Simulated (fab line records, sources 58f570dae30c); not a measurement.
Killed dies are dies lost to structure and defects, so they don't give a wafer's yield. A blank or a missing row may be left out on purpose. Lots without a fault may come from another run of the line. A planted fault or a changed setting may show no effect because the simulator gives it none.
Which tool did it? | flow berkeley_cmos170 | 15 lots, 45 wafers sampled, at 6 steps of a route of 331

WHAT THE GAUGES READ, wafer by wafer
UCB170_PWELL_OVL_MEAS_13.
lot  | measured    | on         | PWELL_OVL (nm)
L879 | day 3 10:58 | overlay-01 | 4 6 2
L880 | day 3 23:43 | overlay-02 | -2 -2 -5
L881 | day 4 00:17 | overlay-01 | 1 -4 -1
L882 | day 4 00:00 | overlay-01 | -3 8 4
L883 | day 4 09:38 | overlay-01 | 13 7 5
L886 | day 5 01:17 | overlay-02 | 3 0 1
L887 | day 5 09:16 | overlay-02 | 5 0 2
L888 | day 5 17:19 | overlay-01 | 11 2 5
L892 | day 6 16:02 | overlay-02 | 11 9 9
L894 | day 6 16:11 | overlay-02 | 0 1 9
L895 | day 7 01:32 | overlay-02 | 11 6 6
L898 | day 8 00:56 | overlay-02 | -1 -2 -7
L899 | day 8 01:29 | overlay-02 | 6 9 4
L900 | day 8 00:54 | overlay-01 | 12 4 6
L901 | day 8 12:10 | overlay-01 | 4 10 11

UCB170_ACTIVE_THK_MEAS_03.
lot  | measured    | on            | ACTIVE_OXIDE_THK (nm)
L879 | day 4 09:08 | film_metro-01 | 26.1 26.0 26.4
L880 | day 4 23:20 | film_metro-02 | 26.2 26.1 25.9
L881 | day 4 23:25 | film_metro-02 | 27.1 27.7 27.1
L882 | day 4 23:20 | film_metro-03 | 26.5 26.5 26.7
L883 | day 5 15:42 | film_metro-03 | 26.8 27.4 26.9
L886 | day 6 07:12 | film_metro-02 | 25.8 25.7 25.5
L887 | day 6 15:32 | film_metro-02 | 25.9 25.5 25.9
L888 | day 6 15:32 | film_metro-03 | 26.3 26.7 26.1
L892 | day 7 23:08 | film_metro-01 | 26.2 26.5 26.8
L894 | day 7 23:08 | film_metro-02 | 26.3 25.9 25.9
L895 | day 8 08:52 | film_metro-01 | 25.8 26.5 25.7
L898 | day 9 11:56 | film_metro-02 | 26.2 25.8 26.1
L899 | day 9 12:00 | film_metro-02 | 27.0 26.8 27.2
L900 | day 9 11:56 | film_metro-03 | 26.4 26.5 26.5
L901 | day 9 19:22 | film_metro-01 | 26.0 26.3 26.3

UCB170_ACTIVE_CD_MEAS_90: target cd 1200 nm.
lot  | measured     | on        | cd_nm (nm)
L879 | day 4 18:13  | cd_sem-01 | 1201.6 1199.3 1201.0
L880 | day 5 08:41  | cd_sem-02 | 1200.5 1201.6 1200.5
L881 | day 5 09:30  | cd_sem-01 | 1200.4 1201.2 1199.6
L882 | day 5 08:58  | cd_sem-01 | 1201.0 1200.7 1201.3
L883 | day 6 04:20  | cd_sem-01 | 1199.6 1199.8 1199.5
L886 | day 6 18:20  | cd_sem-02 | 1202.7 1202.2 1200.3
L887 | day 6 23:05  | cd_sem-02 | 1200.3 1198.7 1199.3
L888 | day 6 22:41  | cd_sem-02 | 1197.4 1198.5 1198.1
L892 | day 8 11:46  | cd_sem-01 | - - -
L894 | day 8 11:46  | cd_sem-02 | 1202.6 1201.2 1201.9
L895 | day 8 18:57  | cd_sem-01 | - - -
L898 | day 10 00:37 | cd_sem-02 | - - -
L899 | day 10 00:49 | cd_sem-01 | 1199.8 1198.9 1199.9
L900 | day 10 01:05 | cd_sem-01 | 1198.7 1200.8 1199.8
L901 | day 10 05:43 | cd_sem-02 | 1198.1 1197.1 1198.4

WHICH TOOL RAN EACH LOT (tool, then ch and the chambers of the sampled wafers, then the start)
lot  | UCB170_ZERO_STRIP_07                | UCB170_ACTIVE_ETCH_15              | UCB170_ACTIVE_STRIP_16
L879 | plasma_asher-03 ch 0,1, day 2 03:22 | rie_diel-04 ch 0,1, day 4 18:01    | plasma_asher-01 ch 0,1, day 4 18:07
L880 | plasma_asher-03 ch 0,1, day 2 08:31 | rie_diel-01 ch 0,1,3, day 5 08:29  | plasma_asher-04 ch 0,1, day 5 08:35
L881 | plasma_asher-01 ch 0,1, day 2 13:16 | rie_diel-01 ch 2,3, day 5 09:16    | plasma_asher-04 ch 0,1, day 5 09:23
L882 | plasma_asher-02 ch 0,1, day 2 13:28 | rie_diel-03 ch 1,2, day 5 08:46    | plasma_asher-02 ch 0,1, day 5 08:52
L883 | plasma_asher-02 ch 0,1, day 3 02:49 | rie_diel-04 ch 0,1,2, day 6 04:08  | plasma_asher-04 ch 0,1, day 6 04:14
L886 | plasma_asher-03 ch 0,1, day 3 13:01 | rie_diel-01 ch 1,2, day 6 18:08    | plasma_asher-01 ch 1, day 6 18:14
L887 | plasma_asher-02 ch 0,1, day 3 19:43 | rie_diel-03 ch 0,1,3, day 6 22:52  | plasma_asher-02 ch 0,1, day 6 22:58
L888 | plasma_asher-03 ch 0,1, day 4 02:20 | rie_diel-03 ch 2,3, day 6 22:24    | plasma_asher-02 ch 0,1, day 6 22:32
L892 | plasma_asher-03 ch 0,1, day 4 19:53 | rie_diel-03 ch 0,3, day 8 11:32    | plasma_asher-04 ch 0,1, day 8 11:38
L894 | plasma_asher-02 ch 0,1, day 5 05:07 | rie_diel-04 ch 0,1,2, day 8 11:25  | plasma_asher-01 ch 0,1, day 8 11:31
L895 | plasma_asher-03 ch 0, day 5 11:13   | rie_diel-03 ch 0,2,3, day 8 18:45  | plasma_asher-02 ch 0,1, day 8 18:51
L898 | plasma_asher-03 ch 0,1, day 5 23:24 | rie_diel-03 ch 1,3, day 10 00:23   | plasma_asher-04 ch 0,1, day 10 00:30
L899 | plasma_asher-03 ch 0,1, day 6 12:24 | rie_diel-01 ch 0,1,3, day 10 00:33 | plasma_asher-02 ch 0,1, day 10 00:39
L900 | plasma_asher-01 ch 0,1, day 6 12:41 | rie_diel-04 ch 1,2, day 10 00:49   | plasma_asher-02 ch 1, day 10 00:56
L901 | plasma_asher-02 ch 0,1, day 6 16:53 | rie_diel-04 ch 1,3, day 10 05:31   | plasma_asher-01 ch 0,1, day 10 05:37
- UCB170_ZERO_STRIP_07: strips in O2.
- UCB170_ACTIVE_ETCH_15: etches Si3N4 in CH3F/Ar/O2, stops on SiO2, target depth 242 nm, time 151 s.
- UCB170_ACTIVE_STRIP_16: strips in O2.

WHAT THE TOOLS THEMSELVES READ (means of the sampled wafers that have a number; where no wafer has one, the mark that the record gives instead)
UCB170_ZERO_STRIP_07.
lot  | tool            | chamber_pressure_mTorr (mTorr) | drypump_motor_current_A (A) | oes_product_au (a.u.) | strip_time_to_endpoint_s (s)
L879 | plasma_asher-03 | 3497                           | 5.9                         | 0.730                 | 21.30
L880 | plasma_asher-03 | 3501                           | 5.9                         | 0.730                 | 21.37
L881 | plasma_asher-01 | 3502                           | 5.9                         | 0.733                 | 21.45
L882 | plasma_asher-02 | 3501                           | 5.8                         | 0.728                 | 21.30
L883 | plasma_asher-02 | 3500                           | 5.8                         | 0.735                 | 21.33
L886 | plasma_asher-03 | 3501                           | 5.9                         | 0.730                 | 21.34
L887 | plasma_asher-02 | 3500                           | 5.8                         | 0.729                 | 21.40
L888 | plasma_asher-03 | 3502                           | 5.7                         | 0.731                 | 21.33
L892 | plasma_asher-03 | 3498                           | 5.8                         | 0.730                 | 21.47
L894 | plasma_asher-02 | 3501                           | 5.5                         | 0.730                 | 21.33
L895 | plasma_asher-03 | 3505                           | 6.1                         | 0.729                 | 21.37
L898 | plasma_asher-03 | 3501                           | 5.7                         | 0.730                 | 21.32
L899 | plasma_asher-03 | 3501                           | 5.7                         | 0.732                 | 21.42
L900 | plasma_asher-01 | 3497                           | 5.8                         | 0.729                 | 21.30
L901 | plasma_asher-02 | 3498                           | 5.5                         | 0.726                 | 21.30

UCB170_ACTIVE_ETCH_15.
lot  | tool        | CH3F_flow_sccm (sccm) | O2_flow_sccm (sccm) | chamber_pressure_mTorr (mTorr) | drypump_motor_current_A (A) | oes_product_au (a.u.) | throttle_valve_pct (%)
L879 | rie_diel-04 | 20.00                 | 6.994               | 49.99                          | 6.0                         | 0.955                 | 8.08
L880 | rie_diel-01 | 20.05                 | 7.008               | 50.00                          | 5.6                         | 0.924                 | 8.03
L881 | rie_diel-01 | 19.99                 | 7.012               | 50.01                          | 6.1                         | 0.934                 | 8.13
L882 | rie_diel-03 | 20.01                 | 7.004               | 50.02                          | 5.6                         | 0.948                 | 8.12
L883 | rie_diel-04 | 20.00                 | 6.983               | 49.99                          | 5.6                         | 0.958                 | 8.15
L886 | rie_diel-01 | 19.96                 | 6.988               | 50.04                          | 5.4                         | 0.937                 | 8.10
L887 | rie_diel-03 | 20.02                 | 6.985               | 49.98                          | 5.6                         | 0.936                 | 8.12
L888 | rie_diel-03 | 19.99                 | 7.004               | 50.03                          | 5.1                         | 0.930                 | 8.20
L892 | rie_diel-03 | -                     | -                   | -                              | -                           | -                     | -
L894 | rie_diel-04 | 19.97                 | 6.994               | 50.00                          | 5.6                         | 0.953                 | 8.14
L895 | rie_diel-03 | -                     | -                   | -                              | -                           | -                     | -
L898 | rie_diel-03 | -                     | -                   | -                              | -                           | -                     | -
L899 | rie_diel-01 | 20.07                 | 7.007               | 50.01                          | 5.6                         | 0.935                 | 8.02
L900 | rie_diel-04 | 19.93                 | 6.978               | 50.01                          | 5.3                         | 0.934                 | 8.21
L901 | rie_diel-04 | 19.95                 | 7.003               | 49.99                          | 5.5                         | 0.934                 | 7.99

UCB170_ACTIVE_STRIP_16.
lot  | tool            | chamber_pressure_mTorr (mTorr) | drypump_motor_current_A (A) | oes_product_au (a.u.) | strip_time_to_endpoint_s (s)
L879 | plasma_asher-01 | 3501                           | 5.8                         | 0.724                 | 18.01
L880 | plasma_asher-04 | 3500                           | 5.5                         | 0.720                 | 18.15
L881 | plasma_asher-04 | 3501                           | 5.3                         | 0.728                 | 18.24
L882 | plasma_asher-02 | 3501                           | 5.8                         | 0.721                 | 18.13
L883 | plasma_asher-04 | 3501                           | 5.4                         | 0.724                 | 18.08
L886 | plasma_asher-01 | 3501                           | 5.8                         | 0.720                 | 18.19
L887 | plasma_asher-02 | 3503                           | 5.8                         | 0.722                 | 18.22
L888 | plasma_asher-02 | 3501                           | 5.5                         | 0.714                 | 18.16
L892 | plasma_asher-04 | 3499                           | 5.5                         | 0.727                 | 21.55
L894 | plasma_asher-01 | 3499                           | 5.9                         | 0.724                 | 18.17
L895 | plasma_asher-02 | 3501                           | 5.8                         | 0.737                 | 21.61
L898 | plasma_asher-04 | 3500                           | 5.5                         | 0.734                 | 21.59
L899 | plasma_asher-02 | 3498                           | 5.5                         | 0.720                 | 18.08
L900 | plasma_asher-02 | 3505                           | 5.3                         | 0.714                 | 17.99
L901 | plasma_asher-01 | 3502                           | 5.9                         | 0.722                 | 17.99

THE ANSWER, worked out from the rows above alone
Rule: what is usual is taken from the lots themselves. Put in order of their means at a reading, lots are off if they are a third of the lots or fewer, leave a main group of 4 or more, and stand apart from it by a gap of 3 or more times the standard deviation of the main group's means; of several such gaps the widest counts. A main group whose means are all the same, to the digits that the tables above print for the reading, isn't used. A lot without any number at a reading at which 4 lots or more have one is off too. The other lots that the step has rows for count as sound. The gauges are gone through in route order, then the tools' own readings, and for those a lot's mean is taken as printed above. The first step at which some lot is off is used, and at that step the reading that is off furthest; a lot without a number counts as furthest.
Off: L892, L895, L898, at UCB170_ACTIVE_CD_MEAS_90 (cd_nm). Without a number there: L892, L895, L898. The main group: mean 1200.1 nm, standard deviation 1.2.
A tool fits if, at a process step before that reading, it ran every lot that is off, and no sound lot after the first of them. The gauges at UCB170_ACTIVE_CD_MEAS_90 aren't tried: what is off there is off at UCB170_ACTIVE_ETCH_15 too, on other tools, and a gauge's error can't cause that. One fits: rie_diel-03 at UCB170_ACTIVE_ETCH_15. Its last sound lot is L887 (day 6 22:52), its first lot that is off L892 (day 8 11:32): a fault that began between those two fits.
Blank at UCB170_ACTIVE_ETCH_15 on the lots that are off, where sound lots have numbers: CH3F_flow_sccm, O2_flow_sccm, chamber_pressure_mTorr, drypump_motor_current_A, oes_product_au, throttle_valve_pct.

WHAT THE SIMULATOR HAD PUT IN
Skipped step whole: rie_diel-03, from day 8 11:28 on, at UCB170_ACTIVE_ETCH_15. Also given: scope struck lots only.
Lots struck among those shown: L892, L895, L898. The rule above found the same.
